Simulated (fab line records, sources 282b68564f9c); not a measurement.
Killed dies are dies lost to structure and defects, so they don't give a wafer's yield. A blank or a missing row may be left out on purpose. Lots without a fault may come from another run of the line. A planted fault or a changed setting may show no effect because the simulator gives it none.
A struck lot beside a sound one | flow rit_cmos | 15 steps out of a route of 202
Sound: wafers L856.1, L856.3, L856.4. Struck: wafers L866.3, L866.4, L866.5. The cause comes at the end.
At each step with rows: each side's tool, then ch and its chambers, then its first start. Under that, the readings that differ: sound wafers | struck wafers | difference of the means | sigmas: that difference in standard deviations of wafers without a fault.
alike: readings whose means differ by less than 2 such deviations, and words and numbers that are the same on both sides. not compared: withheld readings, readings that some wafer has no value for, bounds like >300 that may hide the same value, and numbers for which the record gives no deviation and whose values overlap.
The two part at a step that has a row with sigmas, a row that says differs or no value, or rows on one side only. Numbers that don't overlap but have no deviation are shown without sigmas and don't part them. A reading that every wafer of one side lacks parts them only if that side has two wafers or more.

first, 1 step without rows for these wafers: RIT_CONTACT_HARDBAKE_10 (time 60 s).
RIT_CONTACT_ETCH_11: etches SiO2 in CHF3/CF4/Ar, stops on TiSi2, target depth 480 nm, time 320 s.
  sound on rie_diel-04 ch 0,1,3, day 5 11:14; struck on rie_diel-01 ch 0,3, day 7 14:32
  alike: drypump_motor_current_A, oes_product_au, throttle_valve_pct
  not compared: rf_hours_counter_h
RIT_CONTACT_STRIP_12: strips in O2, time 180 s.
  sound on plasma_asher-01 ch 0,1, day 5 11:26; struck on plasma_asher-04 ch 0,1, day 7 14:47
  alike: drypump_motor_current_A
  not compared: rf_hours_counter_h
RIT_CONTACT_CD_MEAS_90: target cd 1000 nm.
  sound on cd_sem-02, day 5 11:37; struck on cd_sem-01, day 7 14:57
  alike: cd_nm
then, 2 steps without rows for these wafers: RIT_CONTACT_CLEAN_13 (cleans in SC1, time 600 s); RIT_CONTACT_CLEAN_14 (cleans in SC2, time 600 s).
RIT_M1_SPUTTER_00: material Al, target thk 400 nm, time 522.8 s.
  sound on pvd_sputter-02, day 5 12:05; struck on pvd_sputter-03, day 7 15:23
  alike: substrate_temp_c, throttle_valve_pct
RIT_M1_RS_MEAS_01: measures by four-point-probe.
  sound on film_metro-01, day 5 12:22; struck on film_metro-04, day 7 15:43
  alike: M1_AL_RS
RIT_M1_THK_MEAS_02: measures by xrf.
  sound on film_metro-01, day 5 12:29; struck on film_metro-04, day 7 15:49
  alike: M1_AL_THK
then, 3 steps without rows for these wafers: RIT_M1_HMDS_03 (prime time 60 s); RIT_M1_COAT_04 (resist thk 1300 nm); RIT_M1_SOFTBAKE_05 (time 60 s).
RIT_M1_EXPOSE_06: exposes mask M12, target cd 2600 nm.
  sound on iline_stepper-02 ch 0, day 5 13:00; struck on iline_stepper-02 ch 0, day 7 16:20
  reading              | sound                | struck               | difference | sigmas
  exposure_dose_mJ_cm2 | 250.53 250.10 250.13 | 247.88 248.09 247.82 | -2.32      | -10
  alike: mask
then, 1 step without rows for these wafers: RIT_M1_PEB_07.
RIT_M1_PROBE_99:
  sound on prober-01, day 5 16:05; struck on prober-01, day 7 19:29
  alike: defect_limited_yield, killed_at_contacts, killed_at_front_end, killed_dies, killed_open, killed_short, sort_bin_3_pad_short, sort_bin_5_function, sort_bin_6_memory, sort_n_pass, sort_yield_pct

WHERE THEY PART
Only at RIT_M1_EXPOSE_06, within this record. Later steps at which nothing parts them and some readings are alike: RIT_M1_PROBE_99.

WHY: what the simulator had put in
Process parameter drift: iline_stepper-02, from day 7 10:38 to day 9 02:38, at RIT_M1_EXPOSE_06. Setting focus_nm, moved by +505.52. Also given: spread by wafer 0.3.
